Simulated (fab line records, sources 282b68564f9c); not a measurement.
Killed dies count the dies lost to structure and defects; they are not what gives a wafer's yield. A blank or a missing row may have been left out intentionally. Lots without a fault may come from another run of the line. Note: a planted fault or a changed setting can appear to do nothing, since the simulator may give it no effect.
8D (eight disciplines) problem report, filled in by code | flow ritCmos | the parts of the form that need people (team, actions taken, sign-off) are left out

## 1. THE ISSUE
tiltDeg at RIT_PWELL_IMPLANT_08 reads a mean of 3.733 degrees on 6 wafers of 2 lots; wafers without a fault read 6.999 degrees with a standard deviation of 0.018. So: -99 or more standard deviations from the usual mean.
Earliest sighting: wafer L607.1 on implanter-02 at day 6 07:16. Wafers with a number at this step in the record: 42, from 14 lots. The rule behind "out" and "out of limits": a value lying over 4 standard deviations away from the usual mean. The rest of the wafers with a number are treated as sound.

## 2. WHAT IT IS, WHAT IT ISN'T
question                    | is                     | is not
which readings at this step | tiltDeg                | -
which lots                  | L607, L608             | L586, L587, L588, L589, L592, L595, L596, L597, L598, L599, L600, L602
which wafers of those lots  | all that have a number | -
read on which tools         | implanter-02           | implanter-03, implanter-04
when                        | from day 6 07:16       | up to then (36 sound wafers)

## 3. WHAT RULES OUT EACH SUSPECT
Counting: a tool stays on the suspect list if, at a process step up to the reading, it processed all lots that are out and no sound lot following the first of them.
- implanter-02 at RIT_PWELL_IMPLANT_08: kept. Every lot that is out went through it, starting with L607 (day 6 07:16), and after that it ran no sound lot; the last sound lot it ran before then is L599 (day 4 16:40). Out on those wafers are its own readings of tiltDeg.
Left after counting: implanter-02 at RIT_PWELL_IMPLANT_08.

## 4. THE CAUSE (what the simulator had put in)
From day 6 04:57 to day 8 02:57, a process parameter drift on implanter-02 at RIT_PWELL_IMPLANT_08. A move of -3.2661 in setting tiltDeg, from 7. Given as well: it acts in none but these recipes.
Counting left only this tool.

## 5. THE EFFECT CHAIN, in route order
Each row: a reading where the mean over the struck wafers with a number is more than 3 standard deviations away from the usual. Scope: only readings with a usual standard deviation given in the record; hours: median across lots of the time from each lot's start at the first step in this table that gives one to its start at this step; sigmas: change in usual standard deviations.
hours | step                 | reading | usual         | on struck wafers | change | sigmas
0     | RIT_PWELL_IMPLANT_08 | tiltDeg | 6.999 degrees | 3.733            | -3.266 | -99 or more
Here are the process steps it includes:
- RIT_PWELL_IMPLANT_08

## 6. HOW IT WOULD HAVE BEEN CAUGHT EARLIER
In this record no reading fell out of limits until day 6 07:16, 2 hours after the fault had begun at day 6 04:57.
